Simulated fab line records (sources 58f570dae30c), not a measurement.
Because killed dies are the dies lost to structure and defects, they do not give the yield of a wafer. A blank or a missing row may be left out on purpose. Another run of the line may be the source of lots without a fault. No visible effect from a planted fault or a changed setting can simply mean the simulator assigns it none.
Struck lot and sound lot, side by side + flow berkeley-cmos170 + 44 out of 331 route steps
Sound: these wafers, L990.1, L990.3, L990.6. The struck wafers were L103.3, L103.4, L103.5. The cause comes at the end.
At each step with rows: each side's tool, then ch and its chambers, then its first start. Under that, the readings that differ: sound wafers + struck wafers + difference of the means + sigmas: that difference in standard deviations of wafers without a fault.
alike: same words and numbers on both sides, and readings whose means sit less than 2 such deviations apart. not compared: any withheld reading, any reading some wafer has no value for, any bound like >300 that may hide the same value, and any number with overlapping values for which the record gives no deviation.
The two part at a step that has a row with sigmas, a row that says differs or no value, or rows on one side only. When numbers do not overlap yet have no deviation, they are printed without sigmas and do not part them. A reading missing from all wafers of one side parts the sides only when that side holds two or more wafers.

first, 1 step without rows for these wafers: UCB170_PLDD_IMPLANT_09.
UCB170_PLDD_STRIP_10: strips in O2.
  sound on plasma-asher-03 ch 0,1, day 8 04:19; struck on plasma-asher-01 ch 0,1, day 11 04:56
| reading                     | sound       | struck      | difference | sigmas |
|-----------------------------|-------------|-------------|------------|--------|
| drypump-motor-current-A (A) | 6.1 6.2 5.9 | 5.2 5.7 5.2 | -0.7       | -2     |
  alike: o2-flow-sccm, oes-product-au, strip-time-to-endpoint-s
  not compared: rf-hours-counter-h
UCB170_PLDD_TW_MEAS_11:
  sound on film-metro-02 at day 8 04:25; struck on film-metro-01 at day 11 05:01
| reading | sound          | struck       | difference | sigmas |
|---------|----------------|--------------|------------|--------|
| PLDD_TW | 1011 1011 1010 | 1000 992 990 | -17        | -2     |
then, 7 steps without rows for these wafers: UCB170_PLDD_CLEAN_12 (cleans in SPM, time 600 s); UCB170_NLDD_HMDS_00 (prime time 60 s); UCB170_NLDD_COAT_01 (resist thk 900 nm); UCB170_NLDD_SOFTBAKE_02 (time 60 s); UCB170_NLDD_EXPOSE_03 (exposes mask NSELECT, target cd 1200 nm); UCB170_NLDD_PEB_04; UCB170_NLDD_DEVELOP_05 (develop time 45 s).
UCB170_NLDD_CD_MEAS_06: target cd 1200 nm.
  sound on cd-sem-02 at day 8 06:15; struck on cd-sem-02 at day 11 06:43
| reading    | sound                | struck               | difference | sigmas |
|------------|----------------------|----------------------|------------|--------|
| cd-nm (nm) | 1196.3 1197.2 1197.3 | 1200.8 1201.4 1201.4 | +4.3       | +2     |
UCB170_NLDD_OVL_MEAS_07:
  sound on overlay-02 at day 8 06:22; struck on overlay-02 at day 11 06:49
  alike: NLDD_OVL
UCB170_NLDD_IMPLANT_08:
  sound on implanter-04 ch 0, day 8 06:24; struck on implanter-01 ch 0, day 11 06:53
| reading            | sound                     | struck                        | difference | sigmas      |
|--------------------|---------------------------|-------------------------------|------------|-------------|
| dose-ions-cm2      | 5.003e+13 4.994e+13 5e+13 | 4.148e+13 4.145e+13 4.142e+13 | -8.540e+12 | -99 or more |
| faraday-current-uA | 154 157 157               | 129 136 129                   | -25        | -8          |
  alike: beam-energy-keV
next, for these wafers, 1 step has no rows: UCB170_NLDD_IMPLANT_09.
UCB170_NLDD_STRIP_10: strips in O2.
  sound on plasma-asher-01 ch 1, day 8 06:42; struck on plasma-asher-02 ch 0,1, day 11 07:10
| reading                      | sound             | struck            | difference | sigmas |
|------------------------------|-------------------|-------------------|------------|--------|
| drypump-motor-current-A (A)  | 5.2 5.2 5.2       | 6.1 6.7 6.7       | +1.3       | +3     |
| strip-time-to-endpoint-s (s) | 21.48 21.55 21.49 | 21.57 21.69 21.66 | +0.13      | +2     |
  alike: o2-flow-sccm, oes-product-au
  not compared: rf-hours-counter-h
UCB170_NLDD_TW_MEAS_11:
  sound on film-metro-02 at day 8 06:48; struck on film-metro-02 at day 11 07:15
| reading | sound          | struck         | difference | sigmas |
|---------|----------------|----------------|------------|--------|
| NLDD_TW | 2210 2218 2211 | 2156 2167 2170 | -49        | -3     |
then, 1 step without rows for these wafers: UCB170_NLDD_CLEAN_12 (cleans in SPM, time 600 s).
UCB170_SPACER_CVD_00: deposits SiO2 from TEOS/O2, target thk 376 nm, time 47 s.
  sound on pecvd-01 ch 0,1, day 8 07:06; struck on pecvd-02 ch 0,1, day 11 07:28
| reading            | sound       | struck      | difference | sigmas |
|--------------------|-------------|-------------|------------|--------|
| heater-power-w (W) | 310 385 391 | 212 226 256 | -131       | -2     |
UCB170_SPACER_THK_MEAS_01:
  sound on film-metro-01 at day 8 07:08; struck on film-metro-04 at day 11 07:32
  alike: SPACER_TEOS_THK
then, 1 step without rows for these wafers: UCB170_SPACER_ANNEAL_02 (time 1800 s).
UCB170_SPACER_ETCHBACK_03: etches SiO2 in CHF3/CF4/Ar, stops on Si, target depth 376 nm, time 100 s.
  sound on rie-diel-03 ch 0,3, day 8 14:30; struck on rie-diel-03 ch 2,3, day 11 14:22
  alike: cf4-flow-sccm, drypump-motor-current-A, mfc-ar-sccm, oes-product-au, throttle-valve-pct
  not compared: rf-hours-counter-h
then, 6 steps without rows for these wafers: UCB170_PSD_HMDS_00 (prime time 60 s); UCB170_PSD_COAT_01 (resist thk 900 nm); UCB170_PSD_SOFTBAKE_02 (time 60 s); UCB170_PSD_EXPOSE_03 (exposes mask PSELECT MOD, target cd 1200 nm); UCB170_PSD_PEB_04; UCB170_PSD_DEVELOP_05 (develop time 45 s).
UCB170_PSD_CD_MEAS_06: target cd 1200 nm.
  sound on cd-sem-02 at day 8 16:11; struck on cd-sem-02 at day 11 15:26
  alike: cd-nm
UCB170_PSD_OVL_MEAS_07:
  sound on overlay-02 at day 8 16:19; struck on overlay-01 at day 11 15:32
  alike: PSD_OVL
next, for these wafers, 1 step has no rows: UCB170_PSD_IMPLANT_08.
UCB170_PSD_STRIP_09: strips in O2.
  sound on plasma-asher-02 ch 0,1, day 8 16:29; struck on plasma-asher-03 ch 0,1, day 11 15:44
  alike: drypump-motor-current-A, o2-flow-sccm, oes-product-au, strip-time-to-endpoint-s
  not compared: rf-hours-counter-h
UCB170_PSD_TW_MEAS_10:
  sound on film-metro-02 at day 8 16:35; struck on film-metro-02 at day 11 15:50
  alike: PSD_TW
then, 7 steps without rows for these wafers: UCB170_PSD_CLEAN_11 (cleans in SPM, time 600 s); UCB170_NSD_HMDS_00 (prime time 60 s); UCB170_NSD_COAT_01 (resist thk 900 nm); UCB170_NSD_SOFTBAKE_02 (time 60 s); UCB170_NSD_EXPOSE_03 (exposes mask NSELECT MOD, target cd 1200 nm); UCB170_NSD_PEB_04; UCB170_NSD_DEVELOP_05 (develop time 45 s).
UCB170_NSD_CD_MEAS_06: target cd 1200 nm.
  sound on cd-sem-02 at day 8 18:24; struck on cd-sem-01 at day 11 18:23
| reading    | sound                | struck               | difference | sigmas |
|------------|----------------------|----------------------|------------|--------|
| cd-nm (nm) | 1200.2 1200.5 1200.7 | 1198.4 1196.7 1197.1 | -3.1       | -2     |
UCB170_NSD_OVL_MEAS_07:
  sound on overlay-01 at day 8 18:31; struck on overlay-01 at day 11 18:28
  alike: NSD_OVL
next, for these wafers, 1 step has no rows: UCB170_NSD_IMPLANT_08.
UCB170_SDANNEAL_RS_MEAS_05: measurement is done with a four-point probe.
  sound on film-metro-02 at day 8 20:34; struck on film-metro-02 at day 11 20:33
| reading          | sound             | struck            | difference | sigmas |
|------------------|-------------------|-------------------|------------|--------|
| NLDD_RS (ohm/sq) | 615.3 617.5 616.5 | 655.5 654.2 655.7 | +38.7      | +23    |
UCB170_M3_PROBE_99:
  sound on prober-02 at day 9 16:17; struck on prober-02 at day 12 20:41
| reading                      | sound             | struck            | difference | sigmas |
|------------------------------|-------------------|-------------------|------------|--------|
| model.etest.nldd.line-ohm-um | 1182 1221 1202    | 1411 1381 1420    | +202       |        |
| model.etest.nldd.rs-ohm-sq   | 769.9 772.6 773.7 | 845.6 839.5 840.7 | +69.9      |        |

## WHERE THEY PART
First at UCB170_PLDD_STRIP_10; last, within this record, at UCB170_SDANNEAL_RS_MEAS_05.

WHY: what had been put in by the simulator
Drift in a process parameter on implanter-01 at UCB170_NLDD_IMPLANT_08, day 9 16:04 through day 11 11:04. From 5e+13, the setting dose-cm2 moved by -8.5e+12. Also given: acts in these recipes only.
